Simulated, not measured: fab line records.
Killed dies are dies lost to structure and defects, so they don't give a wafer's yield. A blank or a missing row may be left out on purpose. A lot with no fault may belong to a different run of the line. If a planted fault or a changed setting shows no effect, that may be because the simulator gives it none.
fab line records	flow ritCmos
[record] lots = 10	wafers = 30	lastDay = 5
route steps=202 shown ACTIVE@1 PWELL@52 GATE@84 M1@202
lots that met no fault: taken from a fault-free run of the same line
startH: hours from the record's opening day to when the first of the lot's shown wafers began	waitH: how many hours have passed since the lot's step before this one	" unchanged from the row above	L1.1+2: a row that stands for several wafers	- no value, or no start given	* or withheld: withheld	< > ~ a bound
route shown NAME@n: NAME is a module with steps in the file, n the number in the route of the first one	usual: mean/standard deviation taken from wafers without a fault	same: alike in all rows	chamber/n: place in a boat	sites: each site's reading	_std_site: standard deviation of those values	_edge_site: mean of outer sites minus mean of inner sites	radiusMm: for every site, how far away it sits from the centre of the wafer	mask NAME#n: copy n	behind: the last tool/chamber to shape the wafer	hold: cause of the lot's hold/its duration in hours/its outcome	device: the n, p or np transistor that did not switch	end of line: the route-end tests of the same wafers	a step given without rows: its recipe and nothing more	killed: not the wafer's yield, but the dies lost to structure and defects at the first sort	map: a wafer's dies, x killed, . not, _ none there
set.NAME: setting as actually run; set.NAME@STEP: the setting as run at that earlier step	model.NAME: the simulator's own value behind a step, which no gauge read
a sample of lots followed through the steps of the route, with each step as a table and each wafer as a row
services: when a tool's chamber went out of use (startH, in hours from the record's first day, below 0 if earlier), for how many hours, and the reason
[[steps]]
[step RIT_ACTIVE_BOW_MEAS_00]
[recipe] mode = bow
[usual] INCOMING_BOW = 0/6.6
lot.wafer	tool	chamber	startH	waitH	INCOMING_BOW[um]
L633.4	filmMetro-04	-	10.06	-	4
L633.5	"	-	"	"	12
L633.6	"	-	"	"	1
L634.2	filmMetro-02	-	15.02	-	-15
L634.5	"	-	"	"	-5
L634.6	"	-	"	"	-6
L635.1	filmMetro-02	-	20.00	-	8
L635.2	"	-	"	"	-2
L635.4	"	-	"	"	10
L636.3	filmMetro-02	-	25.04	-	-12
L636.4	"	-	"	"	-13
L636.6	"	-	"	"	0
L637.1	filmMetro-03	-	30.00	-	-4
L637.4	"	-	"	"	10
L637.5	"	-	"	"	1
L638.2	filmMetro-02	-	35.02	-	3
L638.3	"	-	"	"	0
L638.4	"	-	"	"	9
L639.2	filmMetro-04	-	40.02	-	-7
L639.3	"	-	"	"	4
L639.5	"	-	"	"	-2
L641.1	filmMetro-02	-	50.00	-	-11
L641.3	"	-	"	"	-12
L641.6	"	-	"	"	-1
L644.2	filmMetro-02	-	65.02	-	-5
L644.4	"	-	"	"	12
L644.6	"	-	"	"	6
L646.1	filmMetro-03	-	75.00	-	3
L646.4	"	-	"	"	16
L646.5	"	-	"	"	8
[step RIT_ACTIVE_STRIP_14]
[recipe] chemistry = O2	timeS = 180	resist = NOVOLAK	platenTempC = withheld	powerW = 500	pressureMtorr = 4000	o2FlowSccm = 4000
[usual] drypumpMotorCurrentA = 5.70/0.27
lot.wafer	tool	chamber	startH	waitH	drypumpMotorCurrentA	rfHoursCounterH
L633.4	plasmaAsher-03	0	16.72	0.1	5.55	-
L633.5	"	0	"	"	5.53	-
L633.6	"	1	"	"	6.03	-
L634.2	plasmaAsher-04	1	21.90	0.1	6.10	22
L634.5	"	0	"	"	5.53	-
L634.6	"	1	"	"	6.10	-
L635.1	plasmaAsher-04	0	26.25	0.1	5.54	23
L635.2	"	1	"	"	6.09	23
L635.4	"	0	"	"	5.56	-
L636.3	plasmaAsher-01	1	30.80	0.1	5.50	-
L636.4	"	0	"	"	5.31	-
L636.6	"	0	"	"	5.33	-
L637.1	plasmaAsher-03	1	35.21	0.1	6.00	37
L637.4	"	0	"	"	5.53	-
L637.5	"	0	"	"	5.52	-
L638.2	plasmaAsher-03	1	40.43	0.1	6.00	38
L638.3	"	1	"	"	5.98	-
L638.4	"	0	"	"	5.54	-
L639.2	plasmaAsher-04	0	47.73	0.1	5.56	25
L639.3	"	1	"	"	6.11	-
L639.5	"	0	"	"	5.56	-
L641.1	plasmaAsher-01	0	54.99	0.1	5.35	43
L641.3	"	1	"	"	5.52	-
L641.6	"	1	"	"	5.51	-
L644.2	plasmaAsher-01	1	69.97	0.1	5.52	44
L644.4	"	0	"	"	5.36	-
L644.6	"	1	"	"	5.49	-
L646.1	plasmaAsher-04	1	80.03	0.1	6.08	29
L646.4	"	1	"	"	6.10	-
L646.5	"	1	"	"	6.08	-
[step RIT_WELLDRIVE_RS_MEAS_02]
[recipe] thkMeasGauge = four-point-probe
[usual] PWELL_RS = 429.2/1.5
lot.wafer	tool	chamber	startH	waitH	PWELL_RS[ohm/sq]
L633.4	filmMetro-04	-	31.87	0.1	428.4
L633.5	"	-	"	"	428.5
L633.6	"	-	"	"	428.4
L634.2	filmMetro-04	-	38.77	0.1	426.6
L634.5	"	-	"	"	426.8
L634.6	"	-	"	"	426.5
L635.1	filmMetro-04	-	43.83	0.1	428.1
L635.2	"	-	"	"	427.8
L635.4	"	-	"	"	428.1
L636.3	filmMetro-01	-	44.45	0.1	430.5
L636.4	"	-	"	"	432.7
L636.6	"	-	"	"	431.5
L637.1	filmMetro-02	-	51.96	0.1	428.4
L637.4	"	-	"	"	429.2
L637.5	"	-	"	"	430.3
L638.2	filmMetro-01	-	57.28	0.1	431.1
L638.3	"	-	"	"	431.7
L638.4	"	-	"	"	430.6
L639.2	filmMetro-01	-	62.42	0.1	431.0
L639.3	"	-	"	"	429.3
L639.5	"	-	"	"	429.7
L641.1	filmMetro-01	-	71.12	0.1	428.8
L641.3	"	-	"	"	428.9
L641.6	"	-	"	"	428.2
L644.2	filmMetro-02	-	85.02	0.1	428.2
L644.4	"	-	"	"	428.2
L644.6	"	-	"	"	427.3
L646.1	filmMetro-01	-	95.17	0.1	429.1
L646.4	"	-	"	"	428.8
L646.5	"	-	"	"	430.4
[step RIT_GATE_CVD_08]
[recipe] material = poly-Si	targetThkNm = 250	tempC = 610	precursor = SiH4	timeS = 2220	pressureMtorr = 300	sih4FlowSccm = 100
[usual] spikeTcCentreC = 611.8/1.7	spikeTcLoadC = 633.0/2.2	spikeTcSourceC = 631.5/1.5	zonePowerSourcePct = 12.8/0.41
lot.wafer	tool	chamber	startH	waitH	spikeTcCentreC	spikeTcLoadC	spikeTcSourceC	zonePowerSourcePct
L633.4	lpcvd-01	0	39.27	0.0	610.7	634.6	630.7	12.8
L633.5	"	0	"	"	610.9	632.9	632.0	12.7
L633.6	"	0	"	"	608.9	634.4	630.7	12.8
L634.2	lpcvd-02	0	46.30	0.8	613.5	630.8	629.3	13.3
L634.5	"	0	"	"	613.0	628.9	629.7	13.2
L634.6	"	0	"	"	614.7	628.8	630.7	13.4
L635.1	lpcvd-01	0	50.01	0.1	609.6	634.8	631.1	12.7
L635.2	"	0	"	"	610.3	635.8	630.5	12.8
L635.4	"	0	"	"	609.6	635.1	632.2	12.7
L636.3	lpcvd-02	0	50.14	0.0	610.3	629.6	630.9	13.4
L636.4	"	0	"	"	612.7	631.1	629.5	13.2
L636.6	"	0	"	"	612.1	629.8	630.0	13.0
L637.1	lpcvd-02	1	62.59	0.9	611.2	635.6	633.4	12.5
L637.4	"	1	"	"	610.8	633.9	632.1	12.5
L637.5	"	1	"	"	613.8	634.2	632.7	12.5
L638.2	lpcvd-02	0	64.20	0.4	614.6	630.3	630.3	13.5
L638.3	"	0	"	"	612.8	631.0	630.9	13.2
L638.4	"	0	"	"	617.3	630.9	630.8	13.3
L639.2	lpcvd-02	1	69.75	0.0	612.3	634.9	632.4	12.4
L639.3	"	1	"	"	612.5	633.3	633.0	12.5
L639.5	"	1	"	"	612.9	634.8	632.6	12.8
L641.1	lpcvd-01	1	77.36	0.1	612.7	634.5	632.0	12.0
L641.3	"	1	"	"	609.7	633.6	632.6	12.1
L641.6	"	1	"	"	611.8	635.8	630.7	12.1
L644.2	lpcvd-02	0	93.81	0.0	604.3	620.5	620.7	12.8
L644.4	"	0	"	"	604.7	621.7	618.1	12.8
L644.6	"	0	"	"	604.5	621.0	619.7	12.8
L646.1	lpcvd-01	1	101.76	0.1	613.2	634.2	631.7	12.0
L646.4	"	1	"	"	611.5	634.9	631.8	12.1
L646.5	"	1	"	"	610.2	634.4	631.8	11.9
[step RIT_GATE_THK_MEAS_09]
[recipe] reads = poly-Si_of_GATE_CVD_08
[usual] GATE_POLY_THK = 250.9/2.2
lot.wafer	tool	chamber	startH	waitH	GATE_POLY_THK[nm]
L633.4	filmMetro-03	-	40.91	0.0	250.7
L633.5	"	-	"	"	251.8
L633.6	"	-	"	"	251.7
L634.2	filmMetro-03	-	48.74	0.0	251.3
L634.5	"	-	"	"	252.8
L634.6	"	-	"	"	251.2
L635.1	filmMetro-04	-	51.63	0.0	247.7
L635.2	"	-	"	"	246.3
L635.4	"	-	"	"	246.2
L636.3	filmMetro-01	-	51.77	0.0	251.6
L636.4	"	-	"	"	248.3
L636.6	"	-	"	"	250.4
L637.1	filmMetro-03	-	64.20	0.0	248.3
L637.4	"	-	"	"	251.3
L637.5	"	-	"	"	250.7
L638.2	filmMetro-01	-	65.83	0.0	249.0
L638.3	"	-	"	"	249.6
L638.4	"	-	"	"	250.0
L639.2	filmMetro-04	-	71.38	0.0	250.0
L639.3	"	-	"	"	251.8
L639.5	"	-	"	"	249.5
L641.1	filmMetro-03	-	78.98	0.0	253.5
L641.3	"	-	"	"	254.5
L641.6	"	-	"	"	253.3
L644.2	filmMetro-04	-	95.44	0.0	198.7
L644.4	"	-	"	"	199.0
L644.6	"	-	"	"	200.7
L646.1	filmMetro-03	-	103.38	0.0	252.8
L646.4	"	-	"	"	251.4
L646.5	"	-	"	"	252.1
[step RIT_GATE_ETCH_19]
[recipe] chemistry = SF6/CHF3/O2	timeS = 165	SF6_flow_sccm = 30	CHF3_flow_sccm = 30	O2_flow_sccm = 5	target = poly-Si	pressureMtorr = 40	rfW = 160	targetDepthA = 3125	overEtchFrac = 0.25	stopOn = SiO2
[usual] CHF3_flow_sccm = 30.00/0.086	drypumpMotorCurrentA = 5.6/0.49	oesProductAu = 0.848/0.01	throttleValvePct = 10.25/0.16
lot.wafer	tool	chamber	startH	waitH	CHF3_flow_sccm	drypumpMotorCurrentA	oesProductAu	rfHoursCounterH	throttleValvePct
L633.4	rieSi-01	2	42.15	0.1	30.03	5.3	0.860	-	10.04
L633.5	"	0	"	"	30.03	5.1	0.851	-	10.18
L633.6	"	1	"	"	29.86	6.1	0.846	-	10.39
L634.2	rieSi-02	1	49.95	0.1	29.97	5.1	0.849	3	10.08
L634.5	"	1	"	"	29.90	5.1	0.853	-	10.08
L634.6	"	2	"	"	29.91	5.0	0.841	-	10.39
L635.1	rieSi-01	3	52.97	0.1	29.95	6.0	0.831	20	10.38
L635.2	"	2	"	"	29.79	5.3	0.852	1	10.06
L635.4	"	1	"	"	29.88	6.2	0.833	3	10.39
L636.3	rieSi-02	0	53.21	0.1	30.17	6.3	0.834	149	10.55
L636.4	"	3	"	"	29.94	6.0	0.848	1	10.15
L636.6	"	0	"	"	30.11	6.4	0.824	-	10.54
L637.1	rieSi-01	3	65.83	0.1	29.96	6.0	0.846	20	10.34
L637.4	"	2	"	"	29.93	5.4	0.868	1	10.05
L637.5	"	3	"	"	29.94	5.9	0.845	-	10.36
L638.2	rieSi-02	0	67.04	0.1	30.06	6.3	0.828	149	10.55
L638.3	"	3	"	"	30.16	6.0	0.847	1	10.15
L638.4	"	3	"	"	29.94	6.0	0.843	-	10.16
L639.2	rieSi-01	3	72.58	0.1	29.95	5.9	0.842	20	10.33
L639.3	"	2	"	"	29.90	5.3	0.866	1	10.06
L639.5	"	2	"	"	29.87	5.3	0.860	-	10.03
L641.1	rieSi-01	2	80.32	0.1	30.02	5.3	0.871	1	10.05
L641.3	"	3	"	"	29.85	5.9	0.855	20	10.34
L641.6	"	0	"	"	29.92	5.1	0.856	-	10.16
L644.2	rieSi-02	0	96.77	0.1	30.06	6.4	0.721	149	10.54
L644.4	"	2	"	"	30.01	5.0	0.715	70	10.40
L644.6	"	1	"	"	29.92	5.1	0.730	-	10.06
L646.1	rieSi-02	3	104.59	0.1	29.99	6.0	0.851	1	10.16
L646.4	"	2	"	"	30.10	5.0	0.852	70	10.39
L646.5	"	3	"	"	29.97	6.0	0.861	-	10.16
[step RIT_M1_PROBE_99]
[usual] killed_at_M0_to_M3 = 0.0/0.12	killedAtContacts = 0.1/0.27	killedAtFrontEnd = 7/3.1	killedDies = 7/3.1	killedOpen = 3.3/2.1	killedShort = 3.5/2
[same] grossDies = 264	killed_at_M4_up = 0	killedAtBackSide = 0	killedAtOther = 0
lot.wafer	tool	chamber	startH	waitH	killed_at_M0_to_M3	killedAtContacts	killedAtFrontEnd	killedDies	killedOpen	killedShort
L633.4	prober-02	-	65.09	0.2	0	0	7	7	3	4
L633.5	prober-02	-	65.14	0.2	0	0	8	8	5	3
L633.6	prober-02	-	65.19	0.2	0	0	10	10	5	5
L634.2	prober-01	-	70.90	0.1	0	1	5	6	3	3
L634.5	prober-01	-	71.05	0.2	0	0	8	8	5	3
L634.6	prober-01	-	71.10	0.2	0	0	6	6	4	2
L635.1	prober-02	-	74.29	0.1	0	0	11	11	5	6
L635.2	prober-02	-	74.34	0.1	0	0	7	7	3	4
L635.4	prober-02	-	74.44	0.2	1	0	4	5	4	1
L636.3	prober-01	-	75.89	0.2	0	0	5	5	2	3
L636.4	prober-01	-	75.94	0.2	0	0	10	10	6	4
L636.6	prober-01	-	76.04	0.2	0	0	6	6	4	2
L637.1	prober-02	-	85.84	0.1	0	0	4	4	2	2
L637.4	prober-02	-	85.99	0.2	0	0	6	6	3	3
L637.5	prober-02	-	86.04	0.2	0	0	8	8	4	3
L638.2	prober-01	-	88.09	0.1	0	0	0	0	0	0
L638.3	prober-01	-	88.14	0.2	0	1	5	6	2	3
L638.4	prober-01	-	88.19	0.2	0	1	4	5	2	2
L639.2	prober-02	-	92.49	0.1	0	0	7	7	4	3
L639.3	prober-02	-	92.54	0.2	0	0	11	11	3	8
L639.5	prober-02	-	92.64	0.2	0	0	11	11	4	7
L641.1	prober-02	-	102.31	0.1	0	0	9	9	5	4
L641.3	prober-02	-	102.41	0.2	0	0	7	7	3	4
L641.6	prober-02	-	102.56	0.2	0	0	10	10	4	6
L644.2	prober-01	-	119.23	0.1	0	0	6	6	1	5
L644.4	prober-01	-	119.33	0.2	0	0	13	13	7	6
L644.6	prober-01	-	119.43	0.2	0	0	6	6	4	2
L646.1	prober-01	-	125.24	0.1	0	0	5	5	4	1
L646.4	prober-01	-	125.39	0.2	0	1	6	7	2	5
L646.5	prober-01	-	125.44	0.2	0	0	2	2	0	2
// killed by level:class
L633.4 GATE:geometricParticle:short=4 SILICIDE:geometricParticle:open=2 REOX:geometricParticle:open=1
L633.5 GATE:geometricParticle:open=3 GATE:geometricParticle:short=2 SPACER:geometricParticle:open=2 FOX1:geometricParticle:short=1
L633.6 GATE:geometricParticle:open=4 GATE:geometricParticle:short=3 SPACER:geometricParticle:short=1 SILICIDE:geometricParticle:short=1 SILICIDE:geometricParticle:open=1
L634.2 FOX1:geometricParticle:short=1 FOX2:geometricParticle:open=1 GATE:geometricParticle:open=1 SILICIDE:geometricParticle:short=1 SILICIDE:geometricParticle:open=1 CONTACT:geometricParticle:short=1
L634.5 GATE:geometricParticle:open=4 GATE:geometricParticle:short=2 SILICIDE:geometricParticle:short=1 SILICIDE:geometricParticle:open=1
L634.6 SILICIDE:geometricParticle:open=2 SILICIDE:geometricParticle:short=1 GATE:geometricParticle:open=1 REOX:geometricParticle:short=1 SPACER:geometricParticle:open=1
L635.1 FOX1:geometricParticle:short=2 GATE:geometricParticle:short=2 GATE:geometricParticle:open=2 SPACER:geometricParticle:short=2 FOX1:geometricParticle:open=1 REOX:geometricParticle:open=1 SPACER:geometricParticle:open=1
L635.2 FOX1:geometricParticle:short=3 FOX1:geometricParticle:open=2 GATE:geometricParticle:open=1 SPACER:geometricParticle:short=1
L635.4 REOX:geometricParticle:open=3 GATE:geometricParticle:open=1 M1:geometricParticle:short=1
L636.3 FOX2:geometricParticle:short=1 GATE:geometricParticle:open=1 GATE:geometricParticle:short=1 SPACER:geometricParticle:open=1 SILICIDE:geometricParticle:short=1
L636.4 FOX2:geometricParticle:open=2 FOX2:geometricParticle:short=2 REOX:geometricParticle:open=2 FOX1:geometricParticle:short=1 GATE:geometricParticle:short=1 SPACER:geometricParticle:open=1 SILICIDE:geometricParticle:open=1
L636.6 FOX1:geometricParticle:open=1 FOX2:geometricParticle:open=1 GATE:geometricParticle:short=1 GATE:geometricParticle:open=1 REOX:geometricParticle:open=1 SPACER:geometricParticle:short=1
L637.1 FOX2:geometricParticle:short=1 FOX2:geometricParticle:open=1 GATE:geometricParticle:short=1 SILICIDE:geometricParticle:open=1
L637.4 GATE:geometricParticle:short=2 FOX2:geometricParticle:open=1 GATE:geometricParticle:open=1 REOX:geometricParticle:open=1 SILICIDE:geometricParticle:short=1
L637.5 GATE:geometricParticle:short=3 FOX2:geometricParticle:open=2 GATE:geometricParticle:open=1 SPACER:geometricParticle:open=1 NRETRO:coatMicrobubblePrinted=1
L638.3 GATE:geometricParticle:short=2 FOX1:geometricParticle:short=1 FOX1:geometricParticle:open=1 SILICIDE:geometricParticle:open=1 CONTACT:coatMicrobubblePrinted=1
L638.4 GATE:geometricParticle:open=1 REOX:geometricParticle:open=1 SPACER:geometricParticle:short=1 SILICIDE:geometricParticle:short=1 CONTACT:coatMicrobubblePrinted=1
L639.2 FOX1:geometricParticle:open=1 FOX1:geometricParticle:short=1 FOX2:geometricParticle:open=1 GATE:geometricParticle:open=1 REOX:geometricParticle:short=1 SILICIDE:geometricParticle:short=1 SILICIDE:geometricParticle:open=1
L639.3 FOX1:geometricParticle:short=2 FOX2:geometricParticle:short=2 REOX:geometricParticle:short=2 SPACER:geometricParticle:short=2 FOX1:geometricParticle:open=1 FOX2:geometricParticle:open=1 GATE:geometricParticle:open=1
L639.5 GATE:geometricParticle:short=4 GATE:geometricParticle:open=2 REOX:geometricParticle:short=2 SILICIDE:geometricParticle:open=2 FOX1:geometricParticle:short=1
L641.1 GATE:geometricParticle:short=3 REOX:geometricParticle:open=2 FOX2:geometricParticle:open=1 REOX:geometricParticle:short=1 SPACER:geometricParticle:open=1 SILICIDE:geometricParticle:open=1
L641.3 FOX1:geometricParticle:short=3 REOX:geometricParticle:open=2 FOX1:geometricParticle:open=1 SPACER:geometricParticle:short=1
L641.6 FOX1:geometricParticle:short=3 SPACER:geometricParticle:open=2 FOX1:geometricParticle:open=1 GATE:geometricParticle:open=1 GATE:geometricParticle:short=1 REOX:geometricParticle:short=1 SPACER:geometricParticle:short=1
L644.2 GATE:geometricParticle:short=2 FOX1:geometricParticle:short=1 FOX1:geometricParticle:open=1 REOX:geometricParticle:short=1 SILICIDE:geometricParticle:short=1
L644.4 GATE:geometricParticle:open=3 SPACER:geometricParticle:open=3 FOX2:geometricParticle:short=2 GATE:geometricParticle:short=2 SILICIDE:geometricParticle:short=2 SILICIDE:geometricParticle:open=1
L644.6 FOX1:geometricParticle:open=3 FOX1:geometricParticle:short=1 GATE:geometricParticle:short=1 SPACER:geometricParticle:open=1
L646.1 REOX:geometricParticle:open=3 GATE:geometricParticle:open=1 REOX:geometricParticle:short=1
L646.4 GATE:geometricParticle:short=2 GATE:geometricParticle:open=2 REOX:geometricParticle:short=1 SILICIDE:geometricParticle:short=1 CONTACT:geometricParticle:short=1
L646.5 FOX1:geometricParticle:short=1 GATE:geometricParticle:short=1
[[services]]
tool	chamber	startH	hours	kind
rieSi-01	2	-6.67	-	clean
rieSi-01	2	-6.67	14.0	scheduledDown
rieSi-01	2	-6.67	14.0	ventCycle
rieSi-01	3	18.27	26.2	repair
rieSi-02	2	18.94	8.1	repair
rieSi-01	0	37.66	1.8	repair
lpcvd-02	-	53.83	6.0	pm
rieSi-02	1	63.96	6.6	repair
plasmaAsher-01	-	103.58	5.6	repair
[[key]]
[firstSign] step = RIT_GATE_CVD_08	reading = spikeTcSourceC	direction = down	sigmas = 7.8	usual = 631.5	struck = 619.5
[effect] step = RIT_GATE_CVD_08	reading = spikeTcLoadC	direction = down	sigmas = 5.5	usual = 633.0	struck = 621.1
[effect] step = RIT_GATE_THK_MEAS_09	reading = GATE_POLY_THK	direction = down	sigmas = 24	usual = 250.9	struck = 199.5
[effect] step = RIT_GATE_ETCH_19	reading = oesProductAu	direction = down	sigmas = 12	usual = 0.848	struck = 0.722
metAt RIT_GATE_CVD_08
struckLots L644
struckWafers L644.2,L644.4,L644.6
testerLeftOut L644
notActingAt RIT_ACTIVE_BOW_MEAS_00,RIT_ACTIVE_STRIP_14,RIT_WELLDRIVE_RS_MEAS_02
onsetBetween 64.20 93.81
[fault] kind = processParameterDrift	tool = lpcvd-02	chamber = 0	onsetH = 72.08	steps = RIT_GATE_CVD_08	channel = tempC	offset = *	shape = step	endH = 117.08	actsIn = *	stated = *
// testerLeftOut: of these lots the tester's yield and bins aren't shown, on N5 and GAA mostly nor the transistor test; their killed dies are dies lost to structure and defects alone, not to doping, threshold or leakage, so they don't give the yield
